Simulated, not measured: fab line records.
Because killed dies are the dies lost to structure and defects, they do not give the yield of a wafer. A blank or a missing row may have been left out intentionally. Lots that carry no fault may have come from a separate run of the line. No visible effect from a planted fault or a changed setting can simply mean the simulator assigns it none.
Comparing a struck lot with a sound one :: flow berkeleyCmos170 :: 25 out of 331 route steps
Sound: wafers L577.2, L577.3, L577.6. Wafers L567.1, L567.4, L567.5 were the ones struck. At the end, the cause is stated.
Order at every step that has rows: each side's tool, ch and its chambers, its first start. Under that, the readings that differ: sound wafers :: struck wafers :: difference of the means :: sigmas: that difference in standard deviations of wafers without a fault.
alike: a reading whose means differ by less than 2 such deviations, as well as words and numbers matching on both sides. not compared: withheld readings; readings where some wafer has no value; bounds like >300 that might hide an equal value; numbers whose values overlap and for which the record gives no deviation.
A row with sigmas, a row that says differs or no value, or rows on one side alone: a step with any of these is where the two part. Numbers that have no deviation but don't overlap get no sigmas and don't part them. Lack of a reading on every wafer of one side parts them only where that side has two or more wafers.

first, 1 step without rows for these wafers: UCB170_PSD_IMPLANT_08.
UCB170_PSD_STRIP_09: strips in O2.
  sound on plasmaAsher-04 ch 0,1, day 10 13:41; struck on plasmaAsher-04 ch 0,1, day 8 04:32
reading: stripTimeToEndpointS (s)
sound: 29.27 29.26 29.28
struck: 29.49 29.48 29.43
difference: +0.20
sigmas: +3
  alike: drypumpMotorCurrentA, oesProductAu
  not compared: rfHoursCounterH
UCB170_PSD_TW_MEAS_10:
  sound on filmMetro-04, day 10 13:47; struck on filmMetro-01, day 8 04:38
  alike: PSD_TW
then, 7 steps without rows for these wafers: UCB170_PSD_CLEAN_11 (cleans in SPM, time 600 s); UCB170_NSD_HMDS_00 (prime time 60 s); UCB170_NSD_COAT_01 (resist thk 900 nm); UCB170_NSD_SOFTBAKE_02 (time 60 s); UCB170_NSD_EXPOSE_03 (exposes mask NSELECT MOD, target cd 1200 nm); UCB170_NSD_PEB_04; UCB170_NSD_DEVELOP_05 (develop time 45 s).
UCB170_NSD_CD_MEAS_06: target cd 1200 nm.
  sound on cdSem-02, day 10 15:29; struck on cdSem-01, day 8 06:07
reading: cdNm (nm)
sound: 1202.8 1202.5 1201.0
struck: 1198.3 1197.6 1199.2
difference: -3.7
sigmas: -3
UCB170_NSD_OVL_MEAS_07:
  sound on overlay-01, day 10 15:35; struck on overlay-02, day 8 06:14
  alike: NSD_OVL
UCB170_NSD_IMPLANT_08:
  sound on implanter-03 ch 0, day 10 15:38; struck on implanter-01 ch 0, day 8 06:16
reading: doseIonsCm2
sound: 2.995e+15 2.997e+15 2.999e+15
struck: 1.392e+15 1.394e+15 1.394e+15
difference: -1.604e+15
sigmas: -99 or more

reading: endStationPressureTorr (Torr)
sound: 1.21e-05 1.31e-05 1.26e-05
struck: 9.2e-06 8.2e-06 8.2e-06
difference: -4.1e-06
sigmas: -6

reading: faradayCurrentUA
sound: 8959 9075 9066
struck: 4270 4381 4255
difference: -4731
sigmas: -24
UCB170_NSD_STRIP_09: strips in O2.
  sound on plasmaAsher-02 ch 0, day 10 15:46; struck on plasmaAsher-02 ch 0,1, day 8 06:25
reading: oesProductAu (a.u.)
sound: 0.537 0.527 0.532
struck: 0.602 0.605 0.605
difference: +0.072
sigmas: +16

reading: stripTimeToEndpointS (s)
sound: 35.74 35.67 35.75
struck: 29.07 28.99 29.01
difference: -6.70
sigmas: -82
  alike: drypumpMotorCurrentA
  not compared: rfHoursCounterH
UCB170_NSD_TW_MEAS_10:
  sound on filmMetro-01, day 10 15:52; struck on filmMetro-02, day 8 06:44
reading: NSD_TW
sound: 4164 4167 4156
struck: 3753 3752 3768
difference: -405
sigmas: -9
  not compared: hold
then, 3 steps without rows for these wafers: UCB170_BACKSIDE_HMDS_00 (prime time 60 s); UCB170_BACKSIDE_COAT_01 (resist thk 900 nm); UCB170_BACKSIDE_SOFTBAKE_02 (time 60 s).
UCB170_BACKSIDE_STRIP_03: strips in O2.
  sound on plasmaAsher-03 ch 0,1, day 10 16:33; struck on plasmaAsher-01 ch 0, day 8 13:09
  alike: drypumpMotorCurrentA, oesProductAu, stripTimeToEndpointS
  not compared: rfHoursCounterH
then, 1 step without rows for these wafers: UCB170_BACKSIDE_CLEAN_04 (cleans in SPM, time 600 s).
UCB170_SDANNEAL_RTA_00: time 10 s.
  sound on rtpAnneal-02 ch 0, day 10 16:51; struck on rtpAnneal-01 ch 0, day 8 13:26
reading: lampPowerPct (%)
sound: 21.6 21.6 21.6
struck: 24.3 24.3 24.3
difference: +2.7
sigmas: +2

reading: wafer_temp_C_max
sound: 902.6 902.5 902.4
struck: 908.1 905.7 906.1
difference: +4.1
sigmas: +2
  alike: chamberO2Ppm
UCB170_SDANNEAL_RTA_01: time 5 s.
  sound on rtpAnneal-02 ch 0, day 10 16:55; struck on rtpAnneal-01 ch 0, day 8 13:31
reading: lampPowerPct (%)
sound: 33.4 33.4 33.4
struck: 37.6 37.5 37.6
difference: +4.2
sigmas: +2
  alike: chamberO2Ppm, wafer_temp_C_max
UCB170_SDANNEAL_RS_MEAS_02: measures by four-point-probe.
  sound on filmMetro-04, day 10 16:59; struck on filmMetro-01, day 8 13:34
  alike: PSD_RS
UCB170_SDANNEAL_RS_MEAS_03: measures by four-point-probe.
  sound on filmMetro-04, day 10 17:06; struck on filmMetro-01, day 8 14:01
reading: NSD_RS (ohm/sq)
sound: 37.28 37.41 37.30
struck: 60.85 60.93 60.87
difference: +23.55
sigmas: +99 or more
  not compared: hold
UCB170_M3_PROBE_99:
  rows exist in the record for the sound wafers here (prober-02, day 11 19:29), none for the struck ones

WHERE THEY PART
First at UCB170_PSD_STRIP_09; last, within this record, at UCB170_M3_PROBE_99.

WHY: what had been put in by the simulator
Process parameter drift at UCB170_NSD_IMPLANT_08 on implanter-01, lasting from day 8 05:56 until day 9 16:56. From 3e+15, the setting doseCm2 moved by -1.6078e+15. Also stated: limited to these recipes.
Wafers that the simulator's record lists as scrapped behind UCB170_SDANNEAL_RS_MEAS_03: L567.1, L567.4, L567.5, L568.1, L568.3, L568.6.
